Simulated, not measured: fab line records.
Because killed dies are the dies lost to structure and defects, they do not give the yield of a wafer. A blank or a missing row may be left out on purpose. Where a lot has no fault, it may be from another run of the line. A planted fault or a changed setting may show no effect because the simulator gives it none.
Split-lot experiment	flow berkeleyCmos170	on a route of 331 steps: 5 lots, 23 wafers read

ABOUT THE SPLIT
At UCB170_M2_COAT_05 (resist thk 900 nm), the setting resistThkNm was moved away from the recipe's 900 nm on 8 of the 23 wafers read, by -3.3% to +5.9%. The other wafers ran this setting at the recipe's value.

Reading taken at the split's own step.

THE READING
KrF_of_M2_COAT_05.thkNm (the simulator's own value, which no gauge read), in nm, at UCB170_M2_COAT_05 (resist thk 900 nm). There is no usual value for it anywhere in the file. Average 900.0 nm, standard deviation 3.3 nm, over the 15 wafers here run with the recipe.

wafer	tool, chamber at the split	resistThkNm as run, nm	against the recipe	KrF_of_M2_COAT_05.thkNm, nm	against lot-mates on the recipe
L074.1	lithoTrack-01, 0	900	recipe	903.3	-
L074.2	lithoTrack-01, 0	900	recipe	901.5	-
L074.4	lithoTrack-01, 0	869.9	-3.3%	869.8	-32.6
L074.5	lithoTrack-01, 0	869.9	-3.3%	873	-29.4
L074.6	lithoTrack-01, 0	869.9	-3.3%	870.1	-32.3
L075.1	lithoTrack-03, 0	900	recipe	906.2	-
L075.3	lithoTrack-03, 0	900	recipe	905.4	-
L075.6	lithoTrack-03, 0	900	recipe	903.9	-
L078.1	lithoTrack-02, 0	900	recipe	895.5	-
L078.3	lithoTrack-02, 0	900	recipe	898.3	-
L078.4	lithoTrack-02, 0	900	recipe	898.2	-
L078.5	lithoTrack-02, 0	953.3	+5.9%	949.9	+52.6
L078.6	lithoTrack-02, 0	953.3	+5.9%	951.9	+54.6
L079.1	lithoTrack-02, 0	900	recipe	898.5	-
L079.2	lithoTrack-02, 0	923.5	+2.6%	922.9	+24.9
L079.4	lithoTrack-02, 0	923.5	+2.6%	923.5	+25.5
L079.5	lithoTrack-02, 0	923.5	+2.6%	921.3	+23.2
L079.6	lithoTrack-02, 0	900	recipe	897.6	-
L081.2	lithoTrack-02, 0	900	recipe	897.2	-
L081.3	lithoTrack-02, 0	900	recipe	899.9	-
L081.4	lithoTrack-02, 0	900	recipe	898.6	-
L081.5	lithoTrack-02, 0	900	recipe	895.6	-
L081.6	lithoTrack-02, 0	900	recipe	899.8	-

THE FIT
A straight line over all 23 wafers: KrF_of_M2_COAT_05.thkNm changes by +8.63 nm for each +1% of resistThkNm; r = +0.99; the points scatter about the line by 2.8 nm.
The same after taking each lot's own level away (the mean of its wafers on the recipe; 23 wafers): +9.21 nm for each +1%; r = +1.00; scatter 1.3 nm.
That fit puts the effect of the largest move of resistThkNm on the reading at 55 nm.
Measured against the standard deviation above, the lots' own levels, which go from 897.33 to 905.17 nm, span 2.4 times it.
Consequently the slope shifts little with the lot-to-lot level, the two slopes agreeing.
Check: +55.2 nm against its lot-mates is what the line predicts for one of the wafers moved furthest among these (+5.9%) when that wafer is left out of the fit. Against them it came out at +52.6 nm.

THESE WAFERS: OTHER SPLITS
Other splits were also applied to these wafers ahead of the reading. Each is held against what the fit with the lots' levels taken away leaves over:
other split on the same wafers	wafers away from the commonest value	r with KrF_of_M2_COAT_05.thkNm (lot level and that fit taken away)
UCB170_M1_PEB_07 pebTempC	8	+0.09
UCB170_V1_PEB_10 pebTempC	11	+0.03
UCB170_V1_ETCH_14 overEtchFrac	9	+0.05

THE WHOLE CHAIN: every reading that the file lists as answering this split, in the file's order
step	what it does	reading	change (the file's fit)	r (the file's)
UCB170_M2_COAT_05	resist thk 900 nm	KrF_of_M2_COAT_05.thkNm (the simulator's own value, which no gauge read)	+9.16 nm for each +1% of the setting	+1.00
UCB170_M2_STRIP_07	strips in O2	stripTimeToEndpointS	withheld for each +1% of the setting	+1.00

FILE'S OWN FIT
KrF_of_M2_COAT_05.thkNm changes by +9.16 nm for each +1% of resistThkNm, r = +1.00.
